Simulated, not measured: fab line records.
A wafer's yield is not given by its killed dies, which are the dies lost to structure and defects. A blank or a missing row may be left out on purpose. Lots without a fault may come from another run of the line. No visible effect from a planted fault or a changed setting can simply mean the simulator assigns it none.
Struck lot and sound lot, side by side || flow ritCmos || 18 steps out of a route of 202
Sound: wafers L280.2, L280.3, L280.5. Struck: wafers L293.1, L293.2, L293.6. The cause comes at the end.
Per side, at each step with rows, come the tool, then ch with its chambers, and then its first start. Under that, the readings that differ: sound wafers || struck wafers || difference of the means || sigmas: that difference in standard deviations of wafers without a fault.
alike: words and numbers the same on both sides, and readings whose means are apart by under 2 such deviations; not compared: readings that were withheld, readings missing a value for some wafer, numbers with overlapping values and no deviation given by the record, and bounds like >300 which may hide the same value.
Wherever a step has rows on one side only, a row that says differs or no value, or a row with sigmas, the two part there. Numbers that have no deviation but don't overlap get no sigmas and don't part them. A reading missing from all wafers of one side parts the sides only when that side holds two or more wafers.

first, 4 steps without rows for these wafers: RIT_PSD_SOFTBAKE_02 (time 60 s); RIT_PSD_EXPOSE_03 (exposes mask M10, target cd 40900 nm); RIT_PSD_PEB_04; RIT_PSD_DEVELOP_05 (develop time 50 s).
RIT_PSD_OVL_MEAS_06:
  sound on overlay-02 at day 3 04:13; struck on overlay-02 at day 5 21:18
  alike: PSD_OVL
then, 2 steps without rows for these wafers: RIT_PSD_HARDBAKE_07 (time 60 s); RIT_PSD_IMPLANT_08.
RIT_PSD_STRIP_09: strips in O2, time 180 s.
  sound on plasmaAsher-01 ch 0,1, day 3 04:33; struck on plasmaAsher-01 ch 0,1, day 5 21:38
  alike: chamberPressureMTorr, drypumpMotorCurrentA, o2FlowSccm
  not compared: rfHoursCounterH
RIT_PSD_TW_MEAS_10:
  sound on filmMetro-02 at day 3 04:44; struck on filmMetro-04 at day 5 21:49
  alike: PSD_TW
then, 3 steps without rows for these wafers: RIT_SDANNEAL_CLEAN_00 (cleans in SC1, time 600 s); RIT_SDANNEAL_CLEAN_01 (cleans in dHF, time 29.45 s); RIT_SDANNEAL_CLEAN_02 (cleans in SC2, time 600 s).
RIT_SDANNEAL_RTA_03: time 5 s.
  sound on rtpAnneal-01 ch 0, day 3 05:11; struck on rtpAnneal-02 ch 0, day 5 22:14
  alike: wafer_temp_C_max
RIT_SDANNEAL_RS_MEAS_04: measures by four-point-probe.
  sound on filmMetro-03 at day 3 05:15; struck on filmMetro-03 at day 5 22:17
{"reading": "PSD_RS (ohm/sq)", "sound": "116.4 116.4 116.6", "struck": "128.4 128.1 128.1", "difference": "+11.7", "sigmas": "+39"}
RIT_SDANNEAL_RS_MEAS_05: measures by four-point-probe.
  sound on filmMetro-03 at day 3 05:22; struck on filmMetro-03 at day 5 22:25
  alike: NSD_RS
RIT_SDANNEAL_RS_MEAS_06: measures by four-point-probe.
  sound on filmMetro-03 at day 3 05:29; struck on filmMetro-03 at day 5 22:32
{"reading": "PLDD_RS (ohm/sq)", "sound": "178.5 178.6 178.9", "struck": "191.2 190.9 191.0", "difference": "+12.4", "sigmas": "+23"}
RIT_SDANNEAL_RS_MEAS_07: measures by four-point-probe.
  sound on filmMetro-03 at day 3 05:37; struck on filmMetro-03 at day 5 22:39
  alike: NLDD_RS
RIT_M1_PROBE_99:
  sound on prober-01 at day 3 12:52; struck on prober-01 at day 6 05:57
{"reading": "model.etest.pmosTurned.rOnOhmUm", "sound": "3427 3329 3314", "struck": "3711 3492 3646", "difference": "+260", "sigmas": ""}
{"reading": "model.etest.pmos_0p15.rOnOhmUm", "sound": "2726 2686 2663", "struck": "2922 2754 2866", "difference": "+156", "sigmas": ""}
{"reading": "model.etest.pmos_0p15.driveUaUmRimLessCentre", "sound": "0.8089 -1.731 -1.291", "struck": "-41.39 -46.23 -42.95", "difference": -42.79, "sigmas": ""}
{"reading": "model.etest.pmos_0p15.driveUaUmRange", "sound": "5.315 4.154 3.808", "struck": "41.7 47.05 45.41", "difference": "+40.3", "sigmas": ""}
{"reading": "model.etest.pldd.rsOhmSqRimLessCentre", "sound": "-0.2861 -3.052 -7.483", "struck": "32.82 30.74 26.91", "difference": "+33.76", "sigmas": ""}
{"reading": "model.etest.pmosTurned.driveUaUm", "sound": "191.1 198.1 198.3", "struck": "171.4 180.4 172.6", "difference": -21.0, "sigmas": ""}
{"reading": "model.etest.pldd.rsOhmSqRange", "sound": "4.479 13.71 11.01", "struck": "36.27 33.65 30.63", "difference": "+23.78", "sigmas": ""}
  alike: killedAtContacts, killedAtFrontEnd, killedDies, killedOpen, killedShort
  not compared: model.etest.pmos_0p3.rOnOhmUm

== WHERE THEY PART ==
First at RIT_SDANNEAL_RS_MEAS_04; last, within this record, at RIT_SDANNEAL_RS_MEAS_06. Later steps at which nothing parts them and some readings are alike: RIT_SDANNEAL_RS_MEAS_07, RIT_M1_PROBE_99.

WHY: what had been put in by the simulator
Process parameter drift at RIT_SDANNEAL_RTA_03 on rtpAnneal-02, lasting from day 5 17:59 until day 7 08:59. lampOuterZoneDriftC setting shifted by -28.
